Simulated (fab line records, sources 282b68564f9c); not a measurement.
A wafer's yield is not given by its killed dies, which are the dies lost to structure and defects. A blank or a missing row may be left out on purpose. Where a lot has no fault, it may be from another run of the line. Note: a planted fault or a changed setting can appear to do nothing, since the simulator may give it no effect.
Comparing a struck lot with a sound one -- flow rit_cmos -- 25 out of 202 route steps
Sound: these wafers, L187.1, L187.2, L187.4. The struck wafers were L192.1, L192.4, L192.5. At the end, the cause is stated.
At each step with rows: each side's tool, then ch and its chambers, then its first start. Under that, the readings that differ: sound wafers -- struck wafers -- difference of the means -- sigmas: that difference in standard deviations of wafers without a fault.
alike: a reading whose means differ by less than 2 such deviations, as well as words and numbers matching on both sides. not compared: withheld readings; readings where some wafer has no value; bounds like >300 that might hide an equal value; numbers whose values overlap and for which the record gives no deviation.
Wherever a step has rows on one side only, a row that says differs or no value, or a row with sigmas, the two part there. Numbers that don't overlap but have no deviation are shown without sigmas and don't part them. A reading missing from all wafers of one side parts the sides only when that side holds two or more wafers.

first, 1 step without rows for these wafers: RIT_PRETRO_IMPLANT_08.
RIT_PRETRO_STRIP_09: strips in O2, time 180 s.
  sound on plasma_asher-03 ch 0,1, day 3 23:20; struck on plasma_asher-02 ch 1, day 4 23:52
  alike: drypump_motor_current_A
  not compared: rf_hours_counter_h
RIT_PRETRO_TW_MEAS_10:
  sound: film_metro-02 at day 3 23:31; struck: film_metro-01 at day 5 00:03
  alike: PRETRO_TW
then, 5 steps without rows for these wafers: RIT_GATE_WET_ETCH_00 (etches SiO2 in BOE, target depth 56 nm, time 60 s); RIT_GATE_CLEAN_01 (cleans in SC1, time 600 s); RIT_GATE_CLEAN_02 (cleans in dHF, time 30 s); RIT_GATE_CLEAN_03 (cleans in SC2, time 600 s); RIT_GATE_CLEAN_04 (cleans in dHF, time 60 s).
RIT_FOX2_THK_MEAS_91:
  sound: film_metro-01 at day 3 23:59; struck: film_metro-04 at day 5 00:31
  alike: FIELD_OXIDE_LEFT_2_THK
then, 2 steps without rows for these wafers: RIT_GATE_OXIDATION_05 (target thk 3 nm, ox time 270 s); RIT_GATE_ANNEAL_06 (time 600 s).
RIT_GATE_THK_MEAS_07:
  sound: film_metro-01 at day 4 02:23; struck: film_metro-03 at day 5 02:18
reading,sound,struck,difference,sigmas
GATE_OXIDE_THK (nm),3.01 2.97 3.04,2.86 2.91 2.81,-0.15,-2
RIT_GATE_CVD_08: deposits poly-Si from SiH4, target thk 250 nm, time 2220 s.
  sound on lpcvd-01 ch 1, day 4 02:27; struck on lpcvd-01 ch 1, day 5 02:22
reading,sound,struck,difference,sigmas
spike_tc_centre_C (C),611.9 611.4 613.0,627.4 627.5 628.7,+15.8,+11
spike_tc_load_C (C),630.1 630.6 629.1,644.2 643.3 644.2,+14.0,+6
spike_tc_source_C (C),630.3 632.4 631.0,647.2 645.8 646.7,+15.3,+6
susceptor_temp_C (C),609.85 610.16 609.87,625.49 625.09 625.53,+15.41,+67
model.poly-Si_of_GATE_CVD_08.thk_nm (nm),250.9 250.3 249.7,355.5 356.9 354.5,+105.3,
  alike: pressure_mtorr
RIT_GATE_THK_MEAS_09:
  sound: film_metro-04 at day 4 04:04; struck: film_metro-01 at day 5 03:59
reading,sound,struck,difference,sigmas
GATE_POLY_THK (nm),251.0 250.3 249.7,355.3 356.5 354.4,+105.1,+50
then, 6 steps without rows for these wafers: RIT_GATE_HMDS_10 (prime time 60 s); RIT_GATE_COAT_11 (resist thk 850 nm); RIT_GATE_SOFTBAKE_12 (time 60 s); RIT_GATE_EXPOSE_13 (exposes mask M6, target cd 150 nm); RIT_GATE_PEB_14; RIT_GATE_DEVELOP_15 (develop time 50 s).
RIT_GATE_CD_MEAS_16 targets a cd of 150 nm.
  sound: cd_sem-01 at day 4 05:06; struck: cd_sem-02 at day 5 05:12
reading,sound,struck,difference,sigmas
cd_nm (nm),152.8 153.4 152.9,148.6 147.6 147.7,-5.1,-2
RIT_GATE_OVL_MEAS_17:
  sound: overlay-01 at day 4 05:13; struck: overlay-01 at day 5 05:19
  alike: GATE_OVL
then, 1 step without rows for these wafers: RIT_GATE_HARDBAKE_18 (time 60 s).
RIT_GATE_ETCH_19: etches poly-Si in SF6/CHF3/O2, stops on SiO2, time 165 s, target depth 312.5 nm.
  sound on rie_si-01 ch 0,1,2, day 4 05:25; struck on rie_si-02 ch 0,2,3, day 5 05:31
reading,sound,struck,difference,sigmas
oes_product_au (a.u.),0.850 0.833 0.832,1.003 1.010 1.005,+0.168,+19
model.etch.depth_nm (nm),250.9 250.3 249.7,318.6 316.2 319.1,+67.7,
model.GATE.feature_depth_nm (nm),250.9 250.3 249.7,318.6 316.2 319.1,+67.7,
  alike: drypump_motor_current_A, throttle_valve_pct
  not compared: rf_hours_counter_h
RIT_GATE_STRIP_20: strips in O2, time 180 s.
  sound on plasma_asher-03 ch 0,1, day 4 05:31; struck on plasma_asher-01 ch 0,1, day 5 05:37
  alike: drypump_motor_current_A
  not compared: rf_hours_counter_h

WHERE THEY PART
First at RIT_GATE_THK_MEAS_07; last, within this record, at RIT_GATE_ETCH_19. Later steps at which nothing parts them and some readings are alike: RIT_GATE_STRIP_20.

WHY: the cause the simulator had injected
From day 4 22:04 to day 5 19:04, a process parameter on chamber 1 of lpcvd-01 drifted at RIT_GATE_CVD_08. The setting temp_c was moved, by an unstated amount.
